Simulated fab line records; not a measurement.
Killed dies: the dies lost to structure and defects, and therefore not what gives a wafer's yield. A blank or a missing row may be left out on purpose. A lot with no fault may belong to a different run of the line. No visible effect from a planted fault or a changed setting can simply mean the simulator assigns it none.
fab line records | flow berkeley_cmos170
record: lots: 13 | wafers: 39 | last_day: 11
route steps=331 shown M2@289
lots that met no fault: taken from a fault-free run of the same line
start_h: start of the lot's first displayed wafer, in hours after the record's first day | wait_h: hours since the lot's step before | " identical to the entry in the row above | L1.1+2: a row that stands for several wafers | - value missing, or start not given | * or withheld: withheld | < > ~ a bound
route shown NAME@n: NAME is a module with steps in the file, n the number in the route of the first one | usual: mean/standard deviation of fault-free wafers | same: alike in all rows | chamber/n: place in a boat | sites: per-site readings | _std_site: standard deviation across them | _edge_site: inner sites' mean taken away from outer sites' mean | radius_mm: how far each site lies from the wafer's centre | mask NAME#n: copy n | behind: the most recent tool/chamber to have shaped the wafer | hold: the reason the lot was held/the length of the hold in hours/how it ended | device: names the non-switching transistor (n, p or np) | end of line: the tests these same wafers got at the end of their route | a step with no rows: only its recipe | killed: dies that structure and defects cost at the first sort, which is not the same as the wafer's yield | map: a wafer's dies, marking killed ones x, the rest . and places with no die _
set.NAME: the setting the step ran with; set.NAME@STEP: the setting that earlier step ran with | model.NAME: the simulator's own value behind a step, which no gauge read
one table for each step of the route and one row for each wafer, over a sample of lots
services: when a tool's chamber went out of use (start_h, in hours from the record's first day, below 0 if earlier), for how many hours, and the reason
== steps ==
step: UCB170_M2_METAL_ETCH_18
recipe: chemistry: Cl2/BCl3 | target: Al | stop_on: SiO2 | pressure_mtorr: 12 | target_depth_a: 11700 | over_etch_frac: 0.3 | time_s: 195 | icp_w: 600 | bias_w: 120 | Cl2_flow_sccm: 90 | bcl3_flow_sccm: 45
usual: drypump_motor_current_A: 5.4/0.49 | he_backside_leak_sccm: 3.32/0.16 | oes_product_au: 0.847/0.013 | run_length_s: 223.4/1.1 | throttle_valve_pct: 24.27/0.085
lot.wafer | tool         | chamber | start_h | wait_h | drypump_motor_current_A | he_backside_leak_sccm | oes_product_au | rf_hours_counter_h | run_length_s | throttle_valve_pct
L988.3    | rie_metal-04 | 0       | 157.11  | -      | 5.4                     | 3.29                  | 0.855          | -                  | 223.4        | 24.23
L988.4    | "            | 1       | "       | "      | 5.4                     | 3.22                  | 0.828          | -                  | 223.6        | 24.31
L988.5    | "            | 0       | "       | "      | 5.5                     | 3.29                  | 0.862          | -                  | 223.6        | 24.23
L989.1    | rie_metal-02 | 1       | 157.67  | -      | 4.9                     | 3.31                  | 0.856          | 9                  | 225.5        | 24.32
L989.3    | "            | 1       | "       | "      | 4.9                     | 3.30                  | 0.846          | -                  | 225.5        | 24.31
L989.4    | "            | 0       | "       | "      | 6.3                     | 3.67                  | 0.849          | -                  | 226.9        | 24.25
L987.1    | rie_metal-01 | 0       | 157.81  | -      | 4.8                     | 3.41                  | 0.824          | 12                 | 222.3        | 24.39
L987.2    | "            | 1       | "       | "      | 5.8                     | 3.18                  | 0.852          | 6                  | 222.8        | 24.13
L987.4    | "            | 0       | "       | "      | 4.8                     | 3.46                  | 0.838          | -                  | 222.6        | 24.38
L990.1    | rie_metal-04 | 1       | 157.94  | -      | 5.4                     | 3.23                  | 0.830          | 10                 | 223.1        | 24.30
L990.3    | "            | 1       | "       | "      | 5.4                     | 3.28                  | 0.833          | -                  | 223.1        | 24.32
L990.6    | "            | 0       | "       | "      | 5.4                     | 3.23                  | 0.851          | -                  | 223.3        | 24.22
L992.1    | rie_metal-02 | 0       | 171.49  | -      | 6.3                     | 3.46                  | 0.855          | 5                  | 224.3        | 24.25
L992.4    | "            | 1       | "       | "      | 4.9                     | 3.19                  | 0.851          | -                  | 222.5        | 24.34
L992.6    | "            | 1       | "       | "      | 4.9                     | 3.19                  | 0.859          | -                  | 223.0        | 24.33
L993.1    | rie_metal-01 | 0       | 171.61  | -      | 4.8                     | 3.47                  | 0.842          | 12                 | 222.7        | 24.40
L993.2    | "            | 1       | "       | "      | 5.8                     | 3.19                  | 0.862          | 6                  | 222.6        | 24.12
L993.5    | "            | 0       | "       | "      | 4.8                     | 3.37                  | 0.832          | -                  | 222.8        | 24.38
L991.2    | rie_metal-04 | 1       | 172.26  | -      | 5.5                     | 3.50                  | 0.820          | 11                 | 223.5        | 24.31
L991.5    | "            | 0       | "       | "      | 5.5                     | 3.21                  | 0.848          | -                  | 223.7        | 24.22
L991.6    | "            | 1       | "       | "      | 5.4                     | 3.37                  | 0.825          | -                  | 223.2        | 24.30
L997.1    | rie_metal-04 | 1       | 201.19  | -      | 5.5                     | 3.44                  | 0.832          | 11                 | 223.1        | 24.29
L997.3    | "            | 1       | "       | "      | 5.5                     | 3.30                  | 0.837          | -                  | 223.4        | 24.30
L997.5    | "            | 0       | "       | "      | 5.5                     | 3.31                  | 0.864          | -                  | 223.3        | 24.24
L101.2    | rie_metal-01 | 0       | 229.88  | -      | 4.8                     | 3.44                  | 0.798          | 14                 | 240.4        | 24.40
L101.3    | "            | 1       | "       | "      | 5.8                     | 3.13                  | 0.865          | -                  | 222.4        | 24.10
L101.4    | "            | 0       | "       | "      | 4.8                     | 3.34                  | 0.797          | -                  | 240.5        | 24.39
L104.1    | rie_metal-04 | 0       | 232.06  | -      | 5.5                     | 3.22                  | 0.842          | 3                  | 223.8        | 24.23
L104.2    | "            | 1       | "       | "      | 5.5                     | 3.21                  | 0.826          | 12                 | 223.6        | 24.31
L104.4    | "            | 1       | "       | "      | 5.4                     | 3.32                  | 0.829          | -                  | 223.2        | 24.31
L105.3    | rie_metal-04 | 1       | 243.05  | -      | 5.4                     | 3.33                  | 0.831          | -                  | 223.6        | 24.29
L105.5    | "            | 0       | "       | "      | 5.5                     | 3.30                  | 0.851          | -                  | 223.7        | 24.22
L105.6    | "            | 1       | "       | "      | 5.4                     | 3.24                  | 0.832          | -                  | 223.0        | 24.31
L107.1    | rie_metal-04 | 1       | 253.81  | -      | 5.5                     | 3.40                  | 0.828          | 13                 | 223.0        | 24.29
L107.4    | "            | 0       | "       | "      | 5.4                     | 3.40                  | 0.866          | -                  | 223.4        | 24.23
L107.5    | "            | 0       | "       | "      | 5.5                     | 3.33                  | 0.846          | -                  | 223.9        | 24.25
L108.1    | rie_metal-02 | 0       | 265.74  | -      | 6.3                     | 3.60                  | 0.860          | 7                  | 227.2        | 24.26
L108.3    | "            | 0       | "       | "      | 6.3                     | 3.56                  | 0.863          | -                  | 227.2        | 24.25
L108.5    | "            | 0       | "       | "      | 6.3                     | 3.65                  | 0.857          | -                  | 227.4        | 24.26
step: UCB170_M2_STRIP_19
recipe: chemistry: O2 | power_w: 400 | pressure_mtorr: 3500 | platen_temp_c: withheld | o2_flow_sccm: 400 | overash_fraction: 0.5
usual: drypump_motor_current_A: 5.7/0.3 | oes_product_au: 0.543/0.016
lot.wafer | tool            | chamber | start_h | wait_h | drypump_motor_current_A | oes_product_au | rf_hours_counter_h
L988.3    | plasma_asher-04 | 0       | 157.27  | 0.1    | 5.3                     | 0.553          | -
L988.4    | "               | 1       | "       | "      | 6.2                     | 0.538          | -
L988.5    | "               | 0       | "       | "      | 5.3                     | 0.554          | -
L989.1    | plasma_asher-03 | 0       | 157.92  | 0.2    | 5.6                     | 0.553          | 40
L989.3    | "               | 1       | "       | "      | 5.5                     | 0.543          | -
L989.4    | "               | 0       | "       | "      | 5.6                     | 0.561          | -
L987.1    | plasma_asher-01 | 0       | 158.00  | 0.1    | 5.7                     | 0.526          | 5
L987.2    | "               | 1       | "       | "      | 5.6                     | 0.548          | 5
L987.4    | "               | 1       | "       | "      | 5.6                     | 0.504          | -
L990.1    | plasma_asher-04 | 0       | 158.13  | 0.1    | 5.3                     | 0.539          | 42
L990.3    | "               | 0       | "       | "      | 5.3                     | 0.543          | -
L990.6    | "               | 1       | "       | "      | 6.2                     | 0.547          | -
L992.1    | plasma_asher-01 | 0       | 171.67  | 0.1    | 5.7                     | 0.548          | 7
L992.4    | "               | 0       | "       | "      | 5.7                     | 0.542          | -
L992.6    | "               | 0       | "       | "      | 5.7                     | 0.535          | -
L993.1    | plasma_asher-04 | 1       | 171.80  | 0.1    | 6.2                     | 0.508          | 43
L993.2    | "               | 0       | "       | "      | 5.3                     | 0.539          | 43
L993.5    | "               | 1       | "       | "      | 6.2                     | 0.509          | -
L991.2    | plasma_asher-04 | 1       | 172.44  | 0.1    | 6.2                     | 0.546          | 43
L991.5    | "               | 0       | "       | "      | 5.3                     | 0.552          | -
L991.6    | "               | 1       | "       | "      | 6.2                     | 0.551          | -
L997.1    | plasma_asher-04 | 0       | 201.38  | 0.1    | 5.3                     | 0.545          | 46
L997.3    | "               | 0       | "       | "      | 5.3                     | 0.544          | -
L997.5    | "               | 0       | "       | "      | 5.3                     | 0.556          | -
L101.2    | plasma_asher-01 | 0       | 230.07  | 0.1    | 5.6                     | 0.443          | 13
L101.3    | "               | 0       | "       | "      | 5.6                     | 0.544          | -
L101.4    | "               | 1       | "       | "      | 5.6                     | 0.451          | -
L104.1    | plasma_asher-04 | 0       | 232.25  | 0.1    | 5.3                     | 0.565          | 49
L104.2    | "               | 1       | "       | "      | 6.2                     | 0.550          | 49
L104.4    | "               | 1       | "       | "      | 6.2                     | 0.556          | -
L105.3    | plasma_asher-03 | 0       | 243.21  | 0.1    | 5.6                     | 0.551          | -
L105.5    | "               | 1       | "       | "      | 5.6                     | 0.550          | -
L105.6    | "               | 0       | "       | "      | 5.6                     | 0.550          | -
L107.1    | plasma_asher-03 | 1       | 254.00  | 0.1    | 5.6                     | 0.546          | 51
L107.4    | "               | 0       | "       | "      | 5.6                     | 0.570          | -
L107.5    | "               | 0       | "       | "      | 5.6                     | 0.562          | -
L108.1    | plasma_asher-04 | 1       | 265.99  | 0.2    | 6.2                     | 0.568          | 52
L108.3    | "               | 0       | "       | "      | 5.3                     | 0.565          | -
L108.5    | "               | 1       | "       | "      | 6.2                     | 0.560          | -
== services ==
tool            | chamber | start_h | hours | kind
plasma_asher-04 | -       | 188.00  | 1.8   | repair
rie_metal-04    | 0       | 245.45  | 3.0   | repair
== key ==
first_sign: step: UCB170_M2_METAL_ETCH_18 | reading: run_length_s | direction: up | sigmas: 16 | usual: * | struck: *
effect: step: UCB170_M2_METAL_ETCH_18 | reading: oes_product_au | direction: down | sigmas: 3.7 | usual: 0.847 | struck: 0.797
effect: step: UCB170_M2_STRIP_19 | reading: oes_product_au | direction: down | sigmas: 5.8 | usual: 0.543 | struck: 0.447
met_at UCB170_M2_METAL_ETCH_18
struck_lots L101
struck_wafers L101.2,L101.4
onset_between 171.61 229.88
fault: kind: process_parameter_drift | tool: rie_metal-01 | chamber: 0 | onset_h: 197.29 | steps: UCB170_M2_METAL_ETCH_18 | channel: time_s | offset: * | shape: step | end_h: 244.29 | acts_in: * | stated: *
